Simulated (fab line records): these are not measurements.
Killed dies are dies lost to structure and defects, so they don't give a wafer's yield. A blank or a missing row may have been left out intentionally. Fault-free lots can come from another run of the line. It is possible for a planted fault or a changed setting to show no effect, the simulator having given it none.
fab line records :: flow berkeleyCmos170
[record]
  lots = 6
  wafers = 18
  lastDay = 11
route steps=331 shown NSD@190 BACKSIDE@199
lots with no fault: from the same line, run without faults
startH: the number of hours between the record's first day and the start of the first shown wafer of the lot :: waitH: hours elapsed since this lot's preceding step :: " unchanged from the row above :: L1.1+2: several wafers, shown together as one row :: - no value, or no start given :: * or withheld: withheld :: < > ~ a bound
route shown NAME@n: NAME is a module with steps in the file, n the number in the route of the first one :: usual: mean/standard deviation taken from wafers without a fault :: same: alike in all rows :: chamber/n: place in a boat :: sites: the reading at each site :: _std_site: standard deviation across them :: _edge_site: the outer-site mean with the inner-site mean subtracted :: radiusMm: for every site, how far away it sits from the centre of the wafer :: mask NAME#n: copy n :: behind: the tool/chamber that last shaped the wafer :: hold: cause of the lot's hold/its duration in hours/its outcome :: device: names the non-switching transistor (n, p or np) :: end of line: tests of these same wafers at the route's end :: where a step has no rows: the recipe by itself :: killed: dies lost to structure and defects at the first sort, not the wafer's yield :: map: a wafer's dies, marking killed ones x, the rest . and places with no die _
set.NAME: the setting that was run; set.NAME@STEP: the one run at that earlier step :: model.NAME: the simulator's own value behind a step, which no gauge read
certain route steps with their lots: each step a table, each wafer a row
services: a tool's chamber out of use, with start hour (startH, from the record's first day; less than 0 if before it), hours out, and reason
[[steps]]
[step UCB170_NSD_EXPOSE_03]
[recipe]
  maskId = NSELECT_MOD
  na = 0.5
  sigmaOuter = 0.6
  sourceShape = conventional
  targetCdNm = 1200
  doseMj = 30
[step UCB170_NSD_PEB_04]
[recipe]
  pebTempC = 130
  pebTimeS = withheld
  resist = KrF
[step UCB170_NSD_DEVELOP_05]
[recipe]
  developer = TMAH
  developTimeS = 45
  resist = KrF
  devTempC = 21
[step UCB170_NSD_CD_MEAS_06]
[recipe]
  targetCdNm = 1200
[usual]
  cdNm = 1199.8/1.7
lot.wafer: L603.1
tool: cdSem-01
chamber: -
startH: 150.82
waitH: -
cdNm: 1199.4

lot.wafer: L603.5
tool: cdSem-01
chamber: -
startH: 150.82
waitH: -
cdNm: 1198.8

lot.wafer: L603.6
tool: cdSem-01
chamber: -
startH: 150.82
waitH: -
cdNm: 1200.7

lot.wafer: L606.1
tool: cdSem-02
chamber: -
startH: 165.77
waitH: -
cdNm: 1199.5

lot.wafer: L606.3
tool: cdSem-02
chamber: -
startH: 165.77
waitH: -
cdNm: 1198.9

lot.wafer: L606.5
tool: cdSem-02
chamber: -
startH: 165.77
waitH: -
cdNm: 1199.8

lot.wafer: L611.1
tool: cdSem-02
chamber: -
startH: 172.15
waitH: -
cdNm: 1196.5

lot.wafer: L611.5
tool: cdSem-02
chamber: -
startH: 172.15
waitH: -
cdNm: 1195.9

lot.wafer: L611.6
tool: cdSem-02
chamber: -
startH: 172.15
waitH: -
cdNm: 1196.4

lot.wafer: L610.2
tool: cdSem-01
chamber: -
startH: 172.32
waitH: -
cdNm: 1201.9

lot.wafer: L610.3
tool: cdSem-01
chamber: -
startH: 172.32
waitH: -
cdNm: 1200.6

lot.wafer: L610.6
tool: cdSem-01
chamber: -
startH: 172.32
waitH: -
cdNm: 1199.8

lot.wafer: L613.2
tool: cdSem-02
chamber: -
startH: 188.47
waitH: -
cdNm: 1199.8

lot.wafer: L613.3
tool: cdSem-02
chamber: -
startH: 188.47
waitH: -
cdNm: 1201.4

lot.wafer: L613.5
tool: cdSem-02
chamber: -
startH: 188.47
waitH: -
cdNm: 1200.5

lot.wafer: L625.1
tool: cdSem-02
chamber: -
startH: 238.71
waitH: -
cdNm: 1201.0

lot.wafer: L625.2
tool: cdSem-02
chamber: -
startH: 238.71
waitH: -
cdNm: 1200.3

lot.wafer: L625.3
tool: cdSem-02
chamber: -
startH: 238.71
waitH: -
cdNm: 1199.8
[step UCB170_NSD_OVL_MEAS_07]
[usual]
  NSD_OVL = 1/5.5
lot.wafer: L603.1
tool: overlay-01
chamber: -
startH: 150.94
waitH: 0.1
NSD_OVL[nm]: -3

lot.wafer: L603.5
tool: overlay-01
chamber: -
startH: 150.94
waitH: 0.1
NSD_OVL[nm]: -8

lot.wafer: L603.6
tool: overlay-01
chamber: -
startH: 150.94
waitH: 0.1
NSD_OVL[nm]: -6

lot.wafer: L606.1
tool: overlay-02
chamber: -
startH: 165.89
waitH: 0.1
NSD_OVL[nm]: 3

lot.wafer: L606.3
tool: overlay-02
chamber: -
startH: 165.89
waitH: 0.1
NSD_OVL[nm]: 2

lot.wafer: L606.5
tool: overlay-02
chamber: -
startH: 165.89
waitH: 0.1
NSD_OVL[nm]: 0

lot.wafer: L611.1
tool: overlay-01
chamber: -
startH: 172.27
waitH: 0.1
NSD_OVL[nm]: 2

lot.wafer: L611.5
tool: overlay-01
chamber: -
startH: 172.27
waitH: 0.1
NSD_OVL[nm]: -1

lot.wafer: L611.6
tool: overlay-01
chamber: -
startH: 172.27
waitH: 0.1
NSD_OVL[nm]: 10

lot.wafer: L610.2
tool: overlay-02
chamber: -
startH: 172.43
waitH: 0.1
NSD_OVL[nm]: -10

lot.wafer: L610.3
tool: overlay-02
chamber: -
startH: 172.43
waitH: 0.1
NSD_OVL[nm]: -4

lot.wafer: L610.6
tool: overlay-02
chamber: -
startH: 172.43
waitH: 0.1
NSD_OVL[nm]: -2

lot.wafer: L613.2
tool: overlay-01
chamber: -
startH: 188.57
waitH: 0.1
NSD_OVL[nm]: 3

lot.wafer: L613.3
tool: overlay-01
chamber: -
startH: 188.57
waitH: 0.1
NSD_OVL[nm]: 7

lot.wafer: L613.5
tool: overlay-01
chamber: -
startH: 188.57
waitH: 0.1
NSD_OVL[nm]: 0

lot.wafer: L625.1
tool: overlay-01
chamber: -
startH: 238.83
waitH: 0.1
NSD_OVL[nm]: -12

lot.wafer: L625.2
tool: overlay-01
chamber: -
startH: 238.83
waitH: 0.1
NSD_OVL[nm]: -11

lot.wafer: L625.3
tool: overlay-01
chamber: -
startH: 238.83
waitH: 0.1
NSD_OVL[nm]: -3
[step UCB170_NSD_IMPLANT_08]
[recipe]
  species = P
  doseCm2 = 3e+15
  energyKev = 40
  tiltDeg = 7
[step UCB170_NSD_STRIP_09]
[recipe]
  chemistry = O2
  powerW = 400
  pressureMtorr = 3500
  platenTempC = withheld
  o2FlowSccm = 400
  overashFraction = 0.5
[usual]
  chamberPressureMTorr = 3500/3.2
  drypumpMotorCurrentA = 5.9/0.52
  oesProductAu = 0.534/0.0041
  stripTimeToEndpointS = 35.81/0.069
lot.wafer: L603.1
tool: plasmaAsher-03
chamber: 1
startH: 151.12
waitH: 0.1
chamberPressureMTorr: 3495
drypumpMotorCurrentA: 5.4
oesProductAu: 0.535
rfHoursCounterH: 43
stripTimeToEndpointS: 35.67

lot.wafer: L603.5
tool: plasmaAsher-03
chamber: 0
startH: 151.12
waitH: 0.1
chamberPressureMTorr: 3495
drypumpMotorCurrentA: 5.1
oesProductAu: 0.534
rfHoursCounterH: -
stripTimeToEndpointS: 35.68

lot.wafer: L603.6
tool: plasmaAsher-03
chamber: 1
startH: 151.12
waitH: 0.1
chamberPressureMTorr: 3505
drypumpMotorCurrentA: 5.4
oesProductAu: 0.532
rfHoursCounterH: -
stripTimeToEndpointS: 35.70

lot.wafer: L606.1
tool: plasmaAsher-01
chamber: 0
startH: 166.07
waitH: 0.1
chamberPressureMTorr: 3497
drypumpMotorCurrentA: 6.2
oesProductAu: 0.538
rfHoursCounterH: 48
stripTimeToEndpointS: 35.71

lot.wafer: L606.3
tool: plasmaAsher-01
chamber: 0
startH: 166.07
waitH: 0.1
chamberPressureMTorr: 3502
drypumpMotorCurrentA: 6.2
oesProductAu: 0.543
rfHoursCounterH: -
stripTimeToEndpointS: 35.64

lot.wafer: L606.5
tool: plasmaAsher-01
chamber: 1
startH: 166.07
waitH: 0.1
chamberPressureMTorr: 3504
drypumpMotorCurrentA: 5.9
oesProductAu: 0.531
rfHoursCounterH: -
stripTimeToEndpointS: 35.75

lot.wafer: L611.1
tool: plasmaAsher-04
chamber: 1
startH: 172.46
waitH: 0.1
chamberPressureMTorr: 3502
drypumpMotorCurrentA: 6.6
oesProductAu: 0.534
rfHoursCounterH: 38
stripTimeToEndpointS: 35.81

lot.wafer: L611.5
tool: plasmaAsher-04
chamber: 1
startH: 172.46
waitH: 0.1
chamberPressureMTorr: 3500
drypumpMotorCurrentA: 6.6
oesProductAu: 0.535
rfHoursCounterH: -
stripTimeToEndpointS: 35.83

lot.wafer: L611.6
tool: plasmaAsher-04
chamber: 0
startH: 172.46
waitH: 0.1
chamberPressureMTorr: 3504
drypumpMotorCurrentA: 6.1
oesProductAu: 0.540
rfHoursCounterH: -
stripTimeToEndpointS: 35.83

lot.wafer: L610.2
tool: plasmaAsher-03
chamber: 0
startH: 172.61
waitH: 0.1
chamberPressureMTorr: 3498
drypumpMotorCurrentA: 5.1
oesProductAu: 0.533
rfHoursCounterH: 45
stripTimeToEndpointS: 35.81

lot.wafer: L610.3
tool: plasmaAsher-03
chamber: 1
startH: 172.61
waitH: 0.1
chamberPressureMTorr: 3504
drypumpMotorCurrentA: 5.5
oesProductAu: 0.532
rfHoursCounterH: -
stripTimeToEndpointS: 35.89

lot.wafer: L610.6
tool: plasmaAsher-03
chamber: 1
startH: 172.61
waitH: 0.1
chamberPressureMTorr: 3496
drypumpMotorCurrentA: 5.5
oesProductAu: 0.533
rfHoursCounterH: -
stripTimeToEndpointS: 35.82

lot.wafer: L613.2
tool: plasmaAsher-01
chamber: 0
startH: 188.75
waitH: 0.1
chamberPressureMTorr: 3507
drypumpMotorCurrentA: 6.2
oesProductAu: 0.537
rfHoursCounterH: 52
stripTimeToEndpointS: 35.62

lot.wafer: L613.3
tool: plasmaAsher-01
chamber: 1
startH: 188.75
waitH: 0.1
chamberPressureMTorr: 3501
drypumpMotorCurrentA: 5.9
oesProductAu: 0.534
rfHoursCounterH: -
stripTimeToEndpointS: 35.64

lot.wafer: L613.5
tool: plasmaAsher-01
chamber: 1
startH: 188.75
waitH: 0.1
chamberPressureMTorr: 3501
drypumpMotorCurrentA: 5.9
oesProductAu: 0.532
rfHoursCounterH: -
stripTimeToEndpointS: 35.66

lot.wafer: L625.1
tool: plasmaAsher-04
chamber: 0
startH: 239.01
waitH: 0.1
chamberPressureMTorr: 3505
drypumpMotorCurrentA: 6.1
oesProductAu: 0.535
rfHoursCounterH: 47
stripTimeToEndpointS: 35.84

lot.wafer: L625.2
tool: plasmaAsher-04
chamber: 1
startH: 239.01
waitH: 0.1
chamberPressureMTorr: 3496
drypumpMotorCurrentA: 6.6
oesProductAu: 0.536
rfHoursCounterH: 47
stripTimeToEndpointS: 35.85

lot.wafer: L625.3
tool: plasmaAsher-04
chamber: 1
startH: 239.01
waitH: 0.1
chamberPressureMTorr: 3494
drypumpMotorCurrentA: 6.6
oesProductAu: 0.544
rfHoursCounterH: -
stripTimeToEndpointS: 35.91
[step UCB170_NSD_TW_MEAS_10]
[usual]
  NSD_TW = 4235/34
lot.wafer: L603.1
tool: filmMetro-01
chamber: -
startH: 151.22
waitH: 0.1
NSD_TW: 4183

lot.wafer: L603.5
tool: filmMetro-01
chamber: -
startH: 151.22
waitH: 0.1
NSD_TW: 4162

lot.wafer: L603.6
tool: filmMetro-01
chamber: -
startH: 151.22
waitH: 0.1
NSD_TW: 4171

lot.wafer: L606.1
tool: filmMetro-01
chamber: -
startH: 166.17
waitH: 0.1
NSD_TW: 4177

lot.wafer: L606.3
tool: filmMetro-01
chamber: -
startH: 166.17
waitH: 0.1
NSD_TW: 4176

lot.wafer: L606.5
tool: filmMetro-01
chamber: -
startH: 166.17
waitH: 0.1
NSD_TW: 4176

lot.wafer: L611.1
tool: filmMetro-02
chamber: -
startH: 172.56
waitH: 0.1
NSD_TW: 4266

lot.wafer: L611.5
tool: filmMetro-02
chamber: -
startH: 172.56
waitH: 0.1
NSD_TW: 4239

lot.wafer: L611.6
tool: filmMetro-02
chamber: -
startH: 172.56
waitH: 0.1
NSD_TW: 4221

lot.wafer: L610.2
tool: filmMetro-01
chamber: -
startH: 172.72
waitH: 0.1
NSD_TW: 4152

lot.wafer: L610.3
tool: filmMetro-01
chamber: -
startH: 172.72
waitH: 0.1
NSD_TW: 4157

lot.wafer: L610.6
tool: filmMetro-01
chamber: -
startH: 172.72
waitH: 0.1
NSD_TW: 4182

lot.wafer: L613.2
tool: filmMetro-04
chamber: -
startH: 188.86
waitH: 0.1
NSD_TW: 4255

lot.wafer: L613.3
tool: filmMetro-04
chamber: -
startH: 188.86
waitH: 0.1
NSD_TW: 4246

lot.wafer: L613.5
tool: filmMetro-04
chamber: -
startH: 188.86
waitH: 0.1
NSD_TW: 4228

lot.wafer: L625.1
tool: filmMetro-01
chamber: -
startH: 239.11
waitH: 0.1
NSD_TW: 4212

lot.wafer: L625.2
tool: filmMetro-01
chamber: -
startH: 239.11
waitH: 0.1
NSD_TW: 4192

lot.wafer: L625.3
tool: filmMetro-01
chamber: -
startH: 239.11
waitH: 0.1
NSD_TW: 4191
[step UCB170_NSD_CLEAN_11]
[recipe]
  chemistry = SPM
  tempC = 120
  timeS = 600
[step UCB170_BACKSIDE_HMDS_00]
[recipe]
  primeTimeS = 60
  primeTempC = 100
[step UCB170_BACKSIDE_COAT_01]
[recipe]
  resist = KrF
  spinRpm = 1500
  resistThkNm = 900
[step UCB170_BACKSIDE_SOFTBAKE_02]
[recipe]
  resist = KrF
  tempC = 130
  timeS = 60
[step UCB170_BACKSIDE_STRIP_03]
[recipe]
  chemistry = O2
  powerW = 400
  pressureMtorr = 3500
  platenTempC = withheld
  o2FlowSccm = 400
  overashFraction = 0.5
[usual]
  chamberPressureMTorr = 3500/3.1
  drypumpMotorCurrentA = 6.1/0.34
  oesProductAu = 0.734/0.0044
  stripTimeToEndpointS = 21.98/0.06
lot.wafer: L603.1
tool: plasmaAsher-01
chamber: 0
startH: 152.49
waitH: 0.1
chamberPressureMTorr: 3502
drypumpMotorCurrentA: 6.2
oesProductAu: 0.730
rfHoursCounterH: 46
stripTimeToEndpointS: 21.84
model.KrF_of_BACKSIDE_COAT_01.thkNm: 0

lot.wafer: L603.5
tool: plasmaAsher-01
chamber: 1
startH: 152.49
waitH: 0.1
chamberPressureMTorr: 3500
drypumpMotorCurrentA: 5.9
oesProductAu: 0.734
rfHoursCounterH: -
stripTimeToEndpointS: 21.89
model.KrF_of_BACKSIDE_COAT_01.thkNm: 0

lot.wafer: L603.6
tool: plasmaAsher-01
chamber: 0
startH: 152.49
waitH: 0.1
chamberPressureMTorr: 3503
drypumpMotorCurrentA: 6.2
oesProductAu: 0.735
rfHoursCounterH: -
stripTimeToEndpointS: 21.94
model.KrF_of_BACKSIDE_COAT_01.thkNm: 0

lot.wafer: L606.1
tool: plasmaAsher-02
chamber: 1
startH: 166.86
waitH: 0.1
chamberPressureMTorr: 3498
drypumpMotorCurrentA: 5.5
oesProductAu: 0.737
rfHoursCounterH: 6
stripTimeToEndpointS: 21.98
model.KrF_of_BACKSIDE_COAT_01.thkNm: 0

lot.wafer: L606.3
tool: plasmaAsher-02
chamber: 1
startH: 166.86
waitH: 0.1
chamberPressureMTorr: 3501
drypumpMotorCurrentA: 5.5
oesProductAu: 0.740
rfHoursCounterH: -
stripTimeToEndpointS: 22.00
model.KrF_of_BACKSIDE_COAT_01.thkNm: 0

lot.wafer: L606.5
tool: plasmaAsher-02
chamber: 0
startH: 166.86
waitH: 0.1
chamberPressureMTorr: 3497
drypumpMotorCurrentA: 6.4
oesProductAu: 0.741
rfHoursCounterH: -
stripTimeToEndpointS: 22.01
model.KrF_of_BACKSIDE_COAT_01.thkNm: 0

lot.wafer: L611.1
tool: plasmaAsher-02
chamber: 0
startH: 173.83
waitH: 0.1
chamberPressureMTorr: 3501
drypumpMotorCurrentA: 6.3
oesProductAu: 0.746
rfHoursCounterH: 7
stripTimeToEndpointS: 21.96
model.KrF_of_BACKSIDE_COAT_01.thkNm: 0

lot.wafer: L611.5
tool: plasmaAsher-02
chamber: 0
startH: 173.83
waitH: 0.1
chamberPressureMTorr: 3497
drypumpMotorCurrentA: 6.4
oesProductAu: 0.730
rfHoursCounterH: -
stripTimeToEndpointS: 21.98
model.KrF_of_BACKSIDE_COAT_01.thkNm: 0

lot.wafer: L611.6
tool: plasmaAsher-02
chamber: 1
startH: 173.83
waitH: 0.1
chamberPressureMTorr: 3492
drypumpMotorCurrentA: 5.5
oesProductAu: 0.737
rfHoursCounterH: -
stripTimeToEndpointS: 21.96
model.KrF_of_BACKSIDE_COAT_01.thkNm: 0

lot.wafer: L610.2
tool: plasmaAsher-01
chamber: 1
startH: 173.85
waitH: 0.1
chamberPressureMTorr: -
drypumpMotorCurrentA: -
oesProductAu: -
rfHoursCounterH: -
stripTimeToEndpointS: -
model.KrF_of_BACKSIDE_COAT_01.thkNm: 898.3

lot.wafer: L610.3
tool: plasmaAsher-01
chamber: 1
startH: 173.85
waitH: 0.1
chamberPressureMTorr: -
drypumpMotorCurrentA: -
oesProductAu: -
rfHoursCounterH: -
stripTimeToEndpointS: -
model.KrF_of_BACKSIDE_COAT_01.thkNm: 899.1

lot.wafer: L610.6
tool: plasmaAsher-01
chamber: 1
startH: 173.85
waitH: 0.1
chamberPressureMTorr: -
drypumpMotorCurrentA: -
oesProductAu: -
rfHoursCounterH: -
stripTimeToEndpointS: -
model.KrF_of_BACKSIDE_COAT_01.thkNm: 900.3

lot.wafer: L613.2
tool: plasmaAsher-01
chamber: 0
startH: 190.11
waitH: 0.1
chamberPressureMTorr: -
drypumpMotorCurrentA: -
oesProductAu: -
rfHoursCounterH: -
stripTimeToEndpointS: -
model.KrF_of_BACKSIDE_COAT_01.thkNm: 896.7

lot.wafer: L613.3
tool: plasmaAsher-01
chamber: 1
startH: 190.11
waitH: 0.1
chamberPressureMTorr: -
drypumpMotorCurrentA: -
oesProductAu: -
rfHoursCounterH: -
stripTimeToEndpointS: -
model.KrF_of_BACKSIDE_COAT_01.thkNm: 900.6

lot.wafer: L613.5
tool: plasmaAsher-01
chamber: 0
startH: 190.11
waitH: 0.1
chamberPressureMTorr: -
drypumpMotorCurrentA: -
oesProductAu: -
rfHoursCounterH: -
stripTimeToEndpointS: -
model.KrF_of_BACKSIDE_COAT_01.thkNm: 899.6

lot.wafer: L625.1
tool: plasmaAsher-01
chamber: 0
startH: 240.43
waitH: 0.1
chamberPressureMTorr: 3497
drypumpMotorCurrentA: 6.2
oesProductAu: 0.729
rfHoursCounterH: 58
stripTimeToEndpointS: 21.84
model.KrF_of_BACKSIDE_COAT_01.thkNm: 0

lot.wafer: L625.2
tool: plasmaAsher-01
chamber: 1
startH: 240.43
waitH: 0.1
chamberPressureMTorr: 3500
drypumpMotorCurrentA: 5.9
oesProductAu: 0.740
rfHoursCounterH: 58
stripTimeToEndpointS: 21.83
model.KrF_of_BACKSIDE_COAT_01.thkNm: 0

lot.wafer: L625.3
tool: plasmaAsher-01
chamber: 1
startH: 240.43
waitH: 0.1
chamberPressureMTorr: 3499
drypumpMotorCurrentA: 5.9
oesProductAu: 0.734
rfHoursCounterH: -
stripTimeToEndpointS: 21.90
model.KrF_of_BACKSIDE_COAT_01.thkNm: 0
[step UCB170_BACKSIDE_CLEAN_04]
[recipe]
  chemistry = SPM
  tempC = 120
  timeS = 600
[[services]]
tool: plasmaAsher-03
chamber: -
startH: 165.06
hours: 2.8
kind: pm

tool: plasmaAsher-03
chamber: -
startH: 176.56
hours: 14.6
kind: pm

tool: plasmaAsher-03
chamber: -
startH: 219.76
hours: 1.7
kind: repair
[[key]]
[firstSign]
  step = UCB170_BACKSIDE_STRIP_03
  reading = toolRecord
  direction = missing
effect none on later readings
[modelEffect]
  step = UCB170_BACKSIDE_STRIP_03
  value = KrF_of_BACKSIDE_COAT_01.thkNm
  without = 0
  struck = 899.1
metAt UCB170_BACKSIDE_STRIP_03
struckWafers L610.2,L610.3,L610.6,L613.2,L613.3,L613.5
laterRowsLeftOut L610.2,L610.3,L610.6,L613.2,L613.3,L613.5
sortLeftOut L610.2,L610.3,L610.6,L613.2,L613.3,L613.5
testerLeftOut L610,L613
onsetBetween 152.49 173.85
[fault]
  kind = skippedStepWhole
  tool = plasmaAsher-01
  chamber = -
  onsetH = 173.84
  steps = UCB170_BACKSIDE_STRIP_03
  scope = struckLotsOnly
// testerLeftOut: of these lots the tester's yield and bins aren't shown, on N5 and GAA mostly nor the transistor test; their killed dies are dies lost to structure and defects alone, not to doping, threshold or leakage, so they don't give the yield
// sortLeftOut: the simulated sort isn't trusted on such a fault, so these wafers' sort isn't shown, and their yield isn't known
// laterRowsLeftOut: the simulator's readings of these wafers behind a module that went badly wrong aren't trusted and aren't shown, but for the sort
